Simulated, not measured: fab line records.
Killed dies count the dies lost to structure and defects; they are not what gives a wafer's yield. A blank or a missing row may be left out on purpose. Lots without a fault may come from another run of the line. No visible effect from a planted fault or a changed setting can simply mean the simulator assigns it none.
fab line records	flow rit-cmos
[record] lots = 14	wafers = 42	last-day = 7
route steps=202 shown ACTIVE@7 NWELL@38 NRETRO@59 GATE@96 M1@202
lots untouched by any fault: they come from a run of this same line in which no faults occurred
start-h: start of the lot's first displayed wafer, in hours after the record's first day	wait-h: how many hours have passed since the lot's step before this one	" same as the row above	L1.1+2: one row covering several wafers at once	- no value, or no start was given	* or withheld: withheld	< > ~ a bound
route shown NAME@n: a module of which the file shows steps, and the number in the route of the first	usual: the fault-free wafers' mean and standard deviation	same: alike in all rows	chamber/n: place in a boat	sites: the reading at each site	_std_site: their standard deviation	_edge_site: outer sites' mean less inner sites'	radius-mm: for every site, how far away it sits from the centre of the wafer	mask NAME#n: copy n	behind: tool/chamber where the wafer was last shaped	hold: what put the lot on hold/how long, in hours/how the hold closed	device: the n, p or np transistor that did not switch	end of line: tests run on the same wafers once the route is complete	for a step that has no rows: nothing shown but its recipe	killed: not the wafer's yield, but the dies lost to structure and defects at the first sort	map: the dies of a wafer, with x for killed, . for not killed, _ for no die there
set.NAME: the run value of the setting; set.NAME@STEP: its run value at that earlier step	model.NAME: the simulator's own value behind a step, which no gauge read
a sample of lots followed through the steps of the route, with each step as a table and each wafer as a row
services: the hour from which a tool's chamber was out of use, counted from the record's first day as start-h (under 0 if before that day), plus the number of hours and why
[[steps]]
[step RIT_ACTIVE_COAT_06]
[recipe] resist = NOVOLAK	spin-rpm = 3250	resist-thk-nm = 1000
[usual] resist-line-temp-C = 23.01/0.1	spin-speed-rpm = 3250.3/1.9
lot.wafer	tool	chamber	start-h	wait-h	resist-line-temp-C	spin-speed-rpm
L372.1	litho-track-02	0	14.25	0.1	22.88	3251.9
L372.2	"	0	"	"	22.97	3250.8
L372.3	"	0	"	"	22.92	3253.3
L373.1	litho-track-02	0	20.69	0.1	22.89	3253.3
L373.4	"	0	"	"	23.08	3252.3
L373.5	"	0	"	"	22.93	3253.7
L374.2	litho-track-04	0	23.97	0.1	22.89	3248.7
L374.4	"	0	"	"	22.95	3252.6
L374.6	"	0	"	"	22.87	3251.0
L375.2	litho-track-04	0	29.40	0.1	23.18	3247.9
L375.3	"	0	"	"	22.98	3249.8
L375.6	"	0	"	"	23.14	3248.5
L376.2	litho-track-04	0	34.62	0.1	23.08	3251.6
L376.3	"	0	"	"	23.08	3248.0
L376.6	"	0	"	"	22.89	3250.5
L379.2	litho-track-02	0	50.63	0.1	23.13	2865.3
L379.3	"	0	"	"	23.17	2866.1
L379.5	"	0	"	"	23.04	2869.3
L381.3	litho-track-04	0	59.70	0.1	23.06	3249.8
L381.4	"	0	"	"	22.78	3249.9
L381.5	"	0	"	"	22.86	3250.1
L382.1	litho-track-02	0	65.81	0.1	22.99	2865.6
L382.2	"	0	"	"	22.97	2869.8
L382.3	"	0	"	"	23.23	2866.8
L386.1	litho-track-04	0	84.75	0.1	23.08	3250.4
L386.2	"	0	"	"	23.16	3248.0
L386.3	"	0	"	"	23.09	3249.1
L388.2	litho-track-04	0	94.40	0.1	22.93	3251.6
L388.4	"	0	"	"	23.05	3254.5
L388.5	"	0	"	"	23.00	3249.3
L389.3	litho-track-03	0	101.02	0.1	22.91	3250.2
L389.5	"	0	"	"	23.02	3249.0
L389.6	"	0	"	"	22.97	3249.7
L391.1	litho-track-04	0	111.10	0.1	23.07	3251.3
L391.2	"	0	"	"	22.85	3252.1
L391.4	"	0	"	"	22.99	3249.6
L392.2	litho-track-04	0	114.49	0.1	23.01	3249.9
L392.3	"	0	"	"	22.98	3251.0
L392.5	"	0	"	"	22.90	3253.9
L395.1	litho-track-03	0	128.74	0.1	22.97	3252.4
L395.2	"	0	"	"	23.13	3247.4
L395.4	"	0	"	"	22.97	3251.6
[step RIT_NWELL_TW_MEAS_10]
[usual] NWELL_TW = 2164/18
lot.wafer	tool	chamber	start-h	wait-h	NWELL_TW
L372.1	film-metro-04	-	23.30	0.1	2193
L372.2	"	-	"	"	2185
L372.3	"	-	"	"	2186
L373.1	film-metro-03	-	31.10	0.1	2155
L373.4	"	-	"	"	2161
L373.5	"	-	"	"	2154
L374.2	film-metro-01	-	33.05	0.1	2149
L374.4	"	-	"	"	2131
L374.6	"	-	"	"	2136
L375.2	film-metro-04	-	36.57	0.1	2184
L375.3	"	-	"	"	2190
L375.6	"	-	"	"	2172
L376.2	film-metro-04	-	45.10	0.1	2186
L376.3	"	-	"	"	2168
L376.6	"	-	"	"	2175
L379.2	film-metro-01	-	62.48	0.1	2142
L379.3	"	-	"	"	2133
L379.5	"	-	"	"	2145
L381.3	film-metro-04	-	67.86	0.1	2155
L381.4	"	-	"	"	2157
L381.5	"	-	"	"	2154
L382.1	film-metro-04	-	75.82	0.1	2184
L382.2	"	-	"	"	2188
L382.3	"	-	"	"	2178
L386.1	film-metro-04	-	92.84	0.1	2174
L386.2	"	-	"	"	2173
L386.3	"	-	"	"	2178
L388.2	film-metro-04	-	102.39	0.1	2179
L388.4	"	-	"	"	2162
L388.5	"	-	"	"	2168
L389.3	film-metro-04	-	110.06	0.1	2166
L389.5	"	-	"	"	2185
L389.6	"	-	"	"	2169
L391.1	film-metro-03	-	119.41	0.1	2169
L391.2	"	-	"	"	2170
L391.4	"	-	"	"	2173
L392.2	film-metro-01	-	125.56	0.1	2121
L392.3	"	-	"	"	2131
L392.5	"	-	"	"	2132
L395.1	film-metro-03	-	136.73	0.1	2170
L395.2	"	-	"	"	2179
L395.4	"	-	"	"	2178
[step RIT_NRETRO_OVL_MEAS_06]
[usual] NRETRO_OVL = 0.4/1.2
lot.wafer	tool	chamber	start-h	wait-h	NRETRO_OVL[nm]
L372.1	overlay-01	-	31.41	-	2.5
L372.2	"	-	"	"	2.4
L372.3	"	-	"	"	0.6
L373.1	overlay-01	-	39.04	-	1.4
L373.4	"	-	"	"	0.4
L373.5	"	-	"	"	1.2
L374.2	overlay-02	-	41.64	-	1.2
L374.4	"	-	"	"	0.9
L374.6	"	-	"	"	-0.1
L375.2	overlay-02	-	46.43	-	-1.1
L375.3	"	-	"	"	-0.1
L375.6	"	-	"	"	-0.6
L376.2	overlay-01	-	55.10	-	-1.0
L376.3	"	-	"	"	-1.6
L376.6	"	-	"	"	-1.7
L379.2	overlay-02	-	71.01	-	2.2
L379.3	"	-	"	"	2.1
L379.5	"	-	"	"	1.5
L381.3	overlay-02	-	76.08	-	-1.0
L381.4	"	-	"	"	-0.9
L381.5	"	-	"	"	0.4
L382.1	overlay-01	-	83.85	-	-0.5
L382.2	"	-	"	"	-1.3
L382.3	"	-	"	"	-2.0
L386.1	overlay-01	-	101.66	-	-0.1
L386.2	"	-	"	"	2.3
L386.3	"	-	"	"	0.6
L388.2	overlay-01	-	110.38	-	1.0
L388.4	"	-	"	"	-1.1
L388.5	"	-	"	"	-0.2
L389.3	overlay-01	-	118.22	-	-1.8
L389.5	"	-	"	"	0.0
L389.6	"	-	"	"	-0.1
L391.1	overlay-01	-	129.34	-	-0.3
L391.2	"	-	"	"	1.1
L391.4	"	-	"	"	1.3
L392.2	overlay-01	-	133.79	-	0.8
L392.3	"	-	"	"	2.4
L392.5	"	-	"	"	1.9
L395.1	overlay-01	-	144.94	-	0.4
L395.2	"	-	"	"	-0.3
L395.4	"	-	"	"	-0.1
[step RIT_GATE_STRIP_20]
[recipe] chemistry = O2	time-s = 180	resist = NOVOLAK	platen-temp-c = withheld	power-w = 500	pressure-mtorr = 4000	o2-flow-sccm = 4000
[usual] drypump-motor-current-A = 5.99/0.24
lot.wafer	tool	chamber	start-h	wait-h	drypump-motor-current-A	rf-hours-counter-h
L372.1	plasma-asher-03	0	41.36	0.1	5.93	43
L372.2	"	1	"	"	6.31	43
L372.3	"	0	"	"	5.94	-
L373.1	plasma-asher-02	1	48.63	0.1	5.86	40
L373.4	"	1	"	"	5.83	-
L373.5	"	1	"	"	5.85	-
L374.2	plasma-asher-03	1	55.02	0.1	6.29	44
L374.4	"	1	"	"	6.31	-
L374.6	"	0	"	"	5.97	-
L375.2	plasma-asher-03	1	59.03	0.1	6.32	45
L375.3	"	0	"	"	5.93	-
L375.6	"	1	"	"	6.30	-
L376.2	plasma-asher-03	1	65.51	0.1	6.31	45
L376.3	"	1	"	"	6.29	-
L376.6	"	0	"	"	5.92	-
L379.2	plasma-asher-04	0	79.87	0.1	6.32	29
L379.3	"	1	"	"	5.59	-
L379.5	"	1	"	"	5.57	-
L381.3	plasma-asher-03	0	84.68	0.1	5.95	-
L381.4	"	1	"	"	6.31	-
L381.5	"	0	"	"	5.95	-
L382.1	plasma-asher-02	1	93.37	0.1	5.85	45
L382.2	"	0	"	"	5.96	45
L382.3	"	0	"	"	5.93	-
L386.1	plasma-asher-02	0	112.79	0.1	5.96	47
L386.2	"	1	"	"	5.89	47
L386.3	"	1	"	"	5.86	-
L388.2	plasma-asher-03	0	117.67	0.1	5.90	51
L388.4	"	1	"	"	6.27	-
L388.5	"	0	"	"	5.93	-
L389.3	plasma-asher-04	0	127.67	0.1	6.27	-
L389.5	"	0	"	"	6.23	-
L389.6	"	1	"	"	5.58	-
L391.1	plasma-asher-02	0	136.83	0.1	5.97	50
L391.2	"	1	"	"	5.86	50
L391.4	"	0	"	"	5.94	-
L392.2	plasma-asher-02	1	144.29	0.1	5.86	50
L392.3	"	1	"	"	5.86	-
L392.5	"	0	"	"	5.97	-
L395.1	plasma-asher-02	0	152.53	0.1	5.93	51
L395.2	"	1	"	"	5.83	51
L395.4	"	1	"	"	5.84	-
[step RIT_M1_PROBE_99]
[usual] killed-at-contacts = 0.1/0.31	killed-at-front-end = 7/3	killed-dies = 7/3	killed-open = 3.2/1.9	killed-short = 3.6/2.2
[same] gross-dies = 264	killed_at_M0_to_M3 = 0	killed_at_M4_up = 0	killed-at-back-side = 0	killed-at-other = 0
lot.wafer	tool	chamber	start-h	wait-h	killed-at-contacts	killed-at-front-end	killed-dies	killed-open	killed-short
L372.1	prober-02	-	61.86	0.1	0	7	7	5	2
L372.2	prober-02	-	61.91	0.1	0	11	11	5	6
L372.3	prober-02	-	61.96	0.2	0	5	5	2	3
L373.1	prober-01	-	72.33	0.1	0	10	10	1	8
L373.4	prober-01	-	72.48	0.2	0	5	5	3	1
L373.5	prober-01	-	72.53	0.2	0	6	6	4	1
L374.2	prober-02	-	75.93	0.1	0	6	6	2	4
L374.4	prober-02	-	76.03	0.2	1	10	11	6	5
L374.6	prober-02	-	76.13	0.2	0	6	6	4	2
L375.2	prober-01	-	79.02	0.1	0	8	8	6	2
L375.3	prober-01	-	79.07	0.2	0	12	12	7	5
L375.6	prober-01	-	79.22	0.2	0	9	9	2	7
L376.2	prober-02	-	85.71	0.1	0	8	8	1	5
L376.3	prober-02	-	85.76	0.2	0	12	12	6	4
L376.6	prober-02	-	85.91	0.2	0	4	4	1	3
L379.2	prober-01	-	100.99	0.1	0	8	8	3	5
L379.3	prober-01	-	101.04	0.2	0	5	5	5	0
L379.5	prober-01	-	101.14	0.2	0	8	8	4	4
L381.3	prober-02	-	106.58	0.2	0	4	4	2	2
L381.4	prober-02	-	106.63	0.2	0	5	5	3	2
L381.5	prober-02	-	106.68	0.2	0	8	8	3	5
L382.1	prober-02	-	115.05	0.1	0	5	5	2	3
L382.2	prober-02	-	115.10	0.1	1	5	6	5	1
L382.3	prober-02	-	115.15	0.2	0	3	3	1	2
L386.1	prober-02	-	133.79	0.1	0	8	8	2	6
L386.2	prober-02	-	133.84	0.1	0	7	7	3	4
L386.3	prober-02	-	133.89	0.2	1	9	10	4	6
L388.2	prober-02	-	139.04	0.1	1	9	10	2	8
L388.4	prober-02	-	139.14	0.2	0	10	10	7	3
L388.5	prober-02	-	139.19	0.2	0	12	12	4	8
L389.3	prober-01	-	148.02	0.2	0	8	8	3	5
L389.5	prober-01	-	148.12	0.2	0	3	3	0	3
L389.6	prober-01	-	148.17	0.2	0	9	9	4	5
L391.1	prober-01	-	157.46	0.1	0	8	8	3	5
L391.2	prober-01	-	157.51	0.1	0	3	3	2	1
L391.4	prober-01	-	157.61	0.2	0	6	6	6	0
L392.2	prober-02	-	164.46	0.1	0	3	3	2	1
L392.3	prober-02	-	164.51	0.2	0	5	5	3	2
L392.5	prober-02	-	164.61	0.2	0	4	4	2	2
L395.1	prober-01	-	174.22	0.1	0	8	8	5	3
L395.2	prober-01	-	174.27	0.1	0	4	4	2	2
L395.4	prober-01	-	174.37	0.2	0	3	3	2	1
// killed by level:class
L372.1 REOX:geometric-particle:open=2 REOX:geometric-particle:short=2 GATE:geometric-particle:open=1 SPACER:geometric-particle:open=1 SILICIDE:geometric-particle:open=1
L372.2 GATE:geometric-particle:short=2 REOX:geometric-particle:short=2 SPACER:geometric-particle:short=2 FOX1:geometric-particle:open=1 GATE:geometric-particle:open=1 REOX:geometric-particle:open=1 SPACER:geometric-particle:open=1 SILICIDE:geometric-particle:open=1
L372.3 FOX1:geometric-particle:short=2 GATE:geometric-particle:open=1 REOX:geometric-particle:short=1 SPACER:geometric-particle:open=1
L373.1 SILICIDE:geometric-particle:short=4 GATE:geometric-particle:short=3 SPACER:geometric-particle:short=1 SILICIDE:geometric-particle:open=1 PWELL:coat-microbubble-printed=1
L373.4 REOX:geometric-particle:open=1 SPACER:geometric-particle:open=1 SILICIDE:geometric-particle:open=1 SILICIDE:geometric-particle:short=1 PSD:coat-microbubble-printed=1
L373.5 SPACER:geometric-particle:open=2 GATE:geometric-particle:open=1 GATE:geometric-particle:short=1 REOX:geometric-particle:open=1 PSD:coat-microbubble-printed=1
L374.2 GATE:geometric-particle:short=2 FOX1:geometric-particle:open=1 FOX1:geometric-particle:short=1 SPACER:geometric-particle:short=1 SPACER:geometric-particle:open=1
L374.4 FOX2:geometric-particle:short=2 GATE:geometric-particle:short=2 REOX:geometric-particle:open=2 SPACER:geometric-particle:open=2 FOX2:geometric-particle:open=1 GATE:geometric-particle:open=1 CONTACT:geometric-particle:short=1
L374.6 SPACER:geometric-particle:open=2 FOX2:geometric-particle:open=1 GATE:geometric-particle:open=1 GATE:geometric-particle:short=1 SPACER:geometric-particle:short=1
L375.2 GATE:geometric-particle:open=2 GATE:geometric-particle:short=2 SILICIDE:geometric-particle:open=2 FOX2:geometric-particle:open=1 SPACER:geometric-particle:open=1
L375.3 GATE:geometric-particle:short=2 REOX:geometric-particle:open=2 SPACER:geometric-particle:open=2 SPACER:geometric-particle:short=2 SILICIDE:geometric-particle:open=2 GATE:geometric-particle:open=1 REOX:geometric-particle:short=1
L375.6 GATE:geometric-particle:short=5 ACTIVE:geometric-particle:short=1 FOX1:geometric-particle:open=1 SILICIDE:geometric-particle:short=1 SILICIDE:geometric-particle:open=1
L376.2 GATE:geometric-particle:short=2 NWELL:coat-microbubble-printed=2 FOX1:geometric-particle:short=1 FOX2:geometric-particle:short=1 GATE:geometric-particle:open=1 SPACER:geometric-particle:short=1
L376.3 FOX2:geometric-particle:short=2 GATE:geometric-particle:open=2 NWELL:coat-microbubble-printed=2 FOX2:geometric-particle:open=1 GATE:geometric-particle:short=1 REOX:geometric-particle:open=1 SPACER:geometric-particle:short=1 SPACER:geometric-particle:open=1
L376.6 FOX2:geometric-particle:short=1 REOX:geometric-particle:open=1 SPACER:geometric-particle:short=1 SILICIDE:geometric-particle:short=1
L379.2 FOX1:geometric-particle:open=2 GATE:geometric-particle:short=2 FOX1:geometric-particle:short=1 FOX2:geometric-particle:short=1 REOX:geometric-particle:open=1 SILICIDE:geometric-particle:short=1
L379.3 FOX1:geometric-particle:open=2 FOX2:geometric-particle:open=1 GATE:geometric-particle:open=1 SPACER:geometric-particle:open=1
L379.5 REOX:geometric-particle:short=3 REOX:geometric-particle:open=3 FOX1:geometric-particle:short=1 GATE:geometric-particle:open=1
L381.3 GATE:geometric-particle:short=2 FOX2:geometric-particle:open=1 SPACER:geometric-particle:open=1
L381.4 FOX2:geometric-particle:short=1 GATE:geometric-particle:open=1 GATE:geometric-particle:short=1 REOX:geometric-particle:open=1 SILICIDE:geometric-particle:open=1
L381.5 GATE:geometric-particle:open=3 GATE:geometric-particle:short=3 REOX:geometric-particle:short=1 SILICIDE:geometric-particle:short=1
L382.1 FOX2:geometric-particle:short=3 FOX2:geometric-particle:open=1 GATE:geometric-particle:open=1
L382.2 FOX1:geometric-particle:open=3 GATE:geometric-particle:open=1 SPACER:geometric-particle:short=1 CONTACT:geometric-particle:open=1
L382.3 GATE:geometric-particle:open=1 GATE:geometric-particle:short=1 SPACER:geometric-particle:short=1
L386.1 GATE:geometric-particle:short=4 GATE:geometric-particle:open=2 SPACER:geometric-particle:short=1 SILICIDE:geometric-particle:short=1
L386.2 SPACER:geometric-particle:short=2 SPACER:geometric-particle:open=2 FOX1:geometric-particle:open=1 FOX2:geometric-particle:short=1 GATE:geometric-particle:short=1
L386.3 REOX:geometric-particle:open=3 FOX1:geometric-particle:short=2 GATE:geometric-particle:open=1 GATE:geometric-particle:short=1 SPACER:geometric-particle:short=1 SILICIDE:geometric-particle:short=1 CONTACT:geometric-particle:short=1
L388.2 GATE:geometric-particle:short=3 FOX1:geometric-particle:short=2 FOX2:geometric-particle:short=1 REOX:geometric-particle:open=1 SPACER:geometric-particle:open=1 SILICIDE:geometric-particle:short=1 CONTACT:geometric-particle:short=1
L388.4 GATE:geometric-particle:open=2 GATE:geometric-particle:short=2 SPACER:geometric-particle:open=2 SILICIDE:geometric-particle:open=2 FOX1:geometric-particle:open=1 SILICIDE:geometric-particle:short=1
L388.5 GATE:geometric-particle:short=5 FOX1:geometric-particle:short=2 GATE:geometric-particle:open=2 REOX:geometric-particle:open=1 SPACER:geometric-particle:short=1 SILICIDE:geometric-particle:open=1
L389.3 GATE:geometric-particle:short=3 FOX1:geometric-particle:open=1 FOX2:geometric-particle:open=1 GATE:geometric-particle:open=1 REOX:geometric-particle:short=1 SILICIDE:geometric-particle:short=1
L389.5 FOX1:geometric-particle:short=1 FOX2:geometric-particle:short=1 REOX:geometric-particle:short=1
L389.6 GATE:geometric-particle:short=3 REOX:geometric-particle:open=2 FOX1:geometric-particle:short=1 FOX2:geometric-particle:open=1 GATE:geometric-particle:open=1 REOX:geometric-particle:short=1
L391.1 GATE:geometric-particle:short=3 FOX1:geometric-particle:short=2 FOX1:geometric-particle:open=2 GATE:geometric-particle:open=1
L391.2 FOX2:geometric-particle:open=1 GATE:geometric-particle:open=1 SILICIDE:geometric-particle:short=1
L391.4 SILICIDE:geometric-particle:open=3 FOX2:geometric-particle:open=2 GATE:geometric-particle:open=1
L392.2 GATE:geometric-particle:open=1 REOX:geometric-particle:short=1 REOX:geometric-particle:open=1
L392.3 FOX1:geometric-particle:open=1 FOX2:geometric-particle:short=1 REOX:geometric-particle:short=1 SPACER:geometric-particle:open=1 SILICIDE:geometric-particle:open=1
L392.5 GATE:geometric-particle:open=1 GATE:geometric-particle:short=1 REOX:geometric-particle:short=1 REOX:geometric-particle:open=1
L395.1 GATE:geometric-particle:short=2 GATE:geometric-particle:open=2 FOX1:geometric-particle:open=1 FOX2:geometric-particle:open=1 REOX:geometric-particle:short=1 REOX:geometric-particle:open=1
L395.2 FOX1:geometric-particle:short=1 GATE:geometric-particle:open=1 REOX:geometric-particle:short=1 SPACER:geometric-particle:open=1
L395.4 REOX:geometric-particle:open=1 REOX:geometric-particle:short=1 SPACER:geometric-particle:open=1
[[services]]
tool	chamber	start-h	hours	kind
plasma-asher-04	-	84.26	1.3	repair
plasma-asher-04	-	103.48	2.8	pm
plasma-asher-03	-	147.35	23.8	pm
[[key]]
[first-sign] step = RIT_ACTIVE_COAT_06	reading = spin-speed-rpm	direction = down	sigmas = 99+	usual = 3250.3	struck = 2867.1
effect none on later readings
met-at RIT_ACTIVE_COAT_06
struck-lots L379,L382
tester-left-out L379,L382
not-acting-at RIT_NWELL_TW_MEAS_10,RIT_NRETRO_OVL_MEAS_06,RIT_GATE_STRIP_20
onset-between 20.69 50.63
[fault] kind = process-parameter-drift	tool = litho-track-02	chamber = -	onset-h = 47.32	steps = RIT_ACTIVE_COAT_06	channel = spin-rpm	offset = -384.43	shape = step	end-h = 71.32	acts-in = these-recipes-only	stated = 3250
// tester-left-out: of these lots the tester's yield and bins aren't shown, on N5 and GAA mostly nor the transistor test; their killed dies are dies lost to structure and defects alone, not to doping, threshold or leakage, so they don't give the yield
